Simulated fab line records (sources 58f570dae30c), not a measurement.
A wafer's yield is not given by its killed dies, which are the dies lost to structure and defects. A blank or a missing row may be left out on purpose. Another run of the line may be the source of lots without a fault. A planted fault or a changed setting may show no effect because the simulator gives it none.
The same fault as seen by 2 desks + flow berkeley-cmos170 + what lay behind the numbers comes last; until then each desk has only its own

## FOR THE TOOL OWNER'S DESK: rie-diel-04
The tool's own readings at UCB170_CONTACT_ETCH_17 (etches BARC in N2/H2): means of the sampled wafers that have a number, for each lot that ran on this tool. The brackets show how far a lot's mean lies from the usual mean; more than 4 standard deviations puts the lot out of limits, marked OUT.
Columns: A = drypump-motor-current-A at UCB170_CONTACT_ETCH_17, usual 5.7 A; B = h2-flow-sccm at UCB170_CONTACT_ETCH_17, usual 200.0 sccm; C = oes-product-au at UCB170_CONTACT_ETCH_17, usual 0.996 a.u.; D = throttle-valve-pct at UCB170_CONTACT_ETCH_17, usual 13.26 %
| lot  | first seen here | A   | B     | C                | D     |
|------|-----------------|-----|-------|------------------|-------|
| L207 | day 8 04:48     | 5.9 | 199.8 | 0.989            | 13.27 |
| L210 | day 8 17:40     | 5.8 | 199.6 | 0.996            | 13.17 |
| L214 | day 9 06:49     | 5.8 | 200.6 | 0.999            | 13.18 |
| L215 | day 9 22:05     | 5.5 | 200.1 | 0.980            | 13.24 |
| L220 | day 10 17:02    | 5.8 | 200.0 | 0.989            | 13.17 |
| L221 | day 11 14:46    | 5.8 | 199.5 | 0.990            | 13.17 |
| L223 | day 11 15:10    | 5.5 | 200.0 | 0.910 (-4.1) OUT | 13.23 |
| L225 | day 12 03:14    | 5.9 | 199.9 | 0.918            | 13.25 |
This desk's finding: out of limits on L223; first on L223, day 11 15:10 (oes-product-au at UCB170_CONTACT_ETCH_17). L207, L210, L214, L215, L220, L221, L225: within limits.

## THE METROLOGY DESK
What the gauges read for every lot (on any tool): the sampled wafers with a number, averaged. The brackets show how far a lot's mean lies from the usual mean; more than 4 standard deviations puts the lot out of limits, marked OUT.
Columns: A = M2_OVL at UCB170_M2_OVL_MEAS_16, usual 1 nm
| lot  | first seen here | A  |
|------|-----------------|----|
| L207 | day 8 19:16     | -0 |
| L210 | day 9 07:41     | 3  |
| L211 | day 9 07:56     | 2  |
| L209 | day 9 08:18     | -1 |
| L214 | day 9 19:04     | -0 |
| L212 | day 9 19:22     | 1  |
| L215 | day 10 09:48    | 7  |
| L217 | day 11 05:00    | 6  |
| L220 | day 11 05:38    | 3  |
| L216 | day 11 06:10    | 7  |
| L221 | day 12 00:49    | -1 |
| L223 | day 12 02:16    | 7  |
| L222 | day 12 02:36    | 6  |
| L225 | day 12 11:28    | -4 |
This desk's finding: nothing out of limits on any of the 14 lots.

## PUT TOGETHER
On L223, at day 11 15:10, an alarm was possible from the tool owner's desk.
Metrology desk: nothing out of limits seen.
The metrology desk holds a record of L223, inside its limits.
UCB170_CONTACT_ETCH_17 was run on rie-diel-04 by each of the lots named.

## WHAT THE SIMULATOR PUT IN
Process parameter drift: rie-diel-04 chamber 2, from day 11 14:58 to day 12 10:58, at UCB170_CONTACT_ETCH_17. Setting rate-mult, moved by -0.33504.
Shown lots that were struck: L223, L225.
Each desk's first reading out of limits, in hours after the fault started: the tool owner's desk, 0.
